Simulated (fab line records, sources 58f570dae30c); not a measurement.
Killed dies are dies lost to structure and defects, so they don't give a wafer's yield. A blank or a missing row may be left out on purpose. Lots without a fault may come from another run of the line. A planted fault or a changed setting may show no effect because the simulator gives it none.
Problem report in the 8D (eight disciplines) form, filled by code | flow berkeley_cmos170 | the parts of the form that need people (team, actions taken, sign-off) are left out

1. THE PROBLEM
SILICIDE_TI_RS at UCB170_SILICIDE_RS_MEAS_02 reads a mean of 54.34 ohm/sq on 1 wafer of 1 lot; wafers without a fault read 25.27 ohm/sq with a standard deviation of 0.29. That is +99 or more standard deviations from the usual mean.
The step: measures by four-point-probe.
First seen on wafer L521.4, day 8 11:00, on film_metro-03. The record holds 39 wafers of 13 lots with a number at this step. Rule for "out", or "out of limits": more than 4 standard deviations from the usual mean. The other wafers with a number count as sound.

2. WHAT IT IS AND WHAT IT IS NOT
question                    | is               | is not
which readings at this step | SILICIDE_TI_RS   | -
which lots                  | L521             | L513, L514, L517, L518, L519, L522, L527, L530, L531, L532, L534, L535
which wafers of those lots  | L521.4           | L521.2, L521.3
read on which gauges        | film_metro-03    | film_metro-01, film_metro-04
when                        | from day 8 11:00 | up to then (17 sound wafers); but 21 sound wafers of L522, L527, L530, L531, L532, L534, L535 came after

3. SUSPECTS, AND WHAT RULES EACH OUT
Counting: a tool at a process step up to the reading stays a suspect if it ran every lot that is out. Sound lots after the first of them don't rule it out here, since some wafers of a struck lot are sound.
- the gauge at UCB170_SILICIDE_RS_MEAS_02: kept. All the wafers that are out were read on film_metro-03, and no step on other tools shows them out.
- pvd_sputter-04 at UCB170_SILICIDE_SPUTTER_01 (material Ti, target thk 30 nm, time 25.64 s): kept. It ran the lot that is out, L521 (day 8 10:57); its last sound lot up to then is L519 (day 7 18:38).
Left after counting: pvd_sputter-04 at UCB170_SILICIDE_SPUTTER_01, film_metro-03 at UCB170_SILICIDE_RS_MEAS_02.

4. THE CAUSE (what the simulator had put in)
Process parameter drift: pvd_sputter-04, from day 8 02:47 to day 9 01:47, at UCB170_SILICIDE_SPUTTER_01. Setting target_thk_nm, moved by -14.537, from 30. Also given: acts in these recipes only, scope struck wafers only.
Counting left 2 suspects, and this tool is among them.

5. THE CHAIN OF EFFECTS, in route order
Each row: a reading whose mean over the struck wafers that have a number lies more than 3 standard deviations from the usual. Only readings for which the record gives a usual standard deviation are gone through. hours: the time from each lot's start at the first step in this table that gives one to its start at this step, as a median over the lots. sigmas: the change in usual standard deviations.
hours | step                        | reading         | usual        | on struck wafers | change | sigmas
0     | UCB170_SILICIDE_RS_MEAS_02  | SILICIDE_TI_RS  | 25.27 ohm/sq | 54.34            | +29.07 | +99 or more
0     | UCB170_SILICIDE_THK_MEAS_03 | SILICIDE_TI_THK | 31.1 nm      | 16.5             | -14.6  | -42
Later measuring or inspecting steps at which every struck wafer that the step has a row for has a number for every such reading, and none has moved that far: UCB170_V1_OVL_MEAS_13.

6. WHAT WOULD HAVE CAUGHT IT SOONER
In this record the first reading out of limits at a measuring or inspecting step was taken at day 8 11:00, 8 hours after the fault began at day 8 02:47.
Of the tool readings at UCB170_SILICIDE_SPUTTER_01 for which the record gives a usual standard deviation, none was out on any struck wafer, so an alarm limit of 4 standard deviations on them would not have fired.
All the lots that are out (1) had begun UCB170_SILICIDE_SPUTTER_01 on pvd_sputter-04 by day 8 11:00. A hold on the tool at that time would have spared none of them.
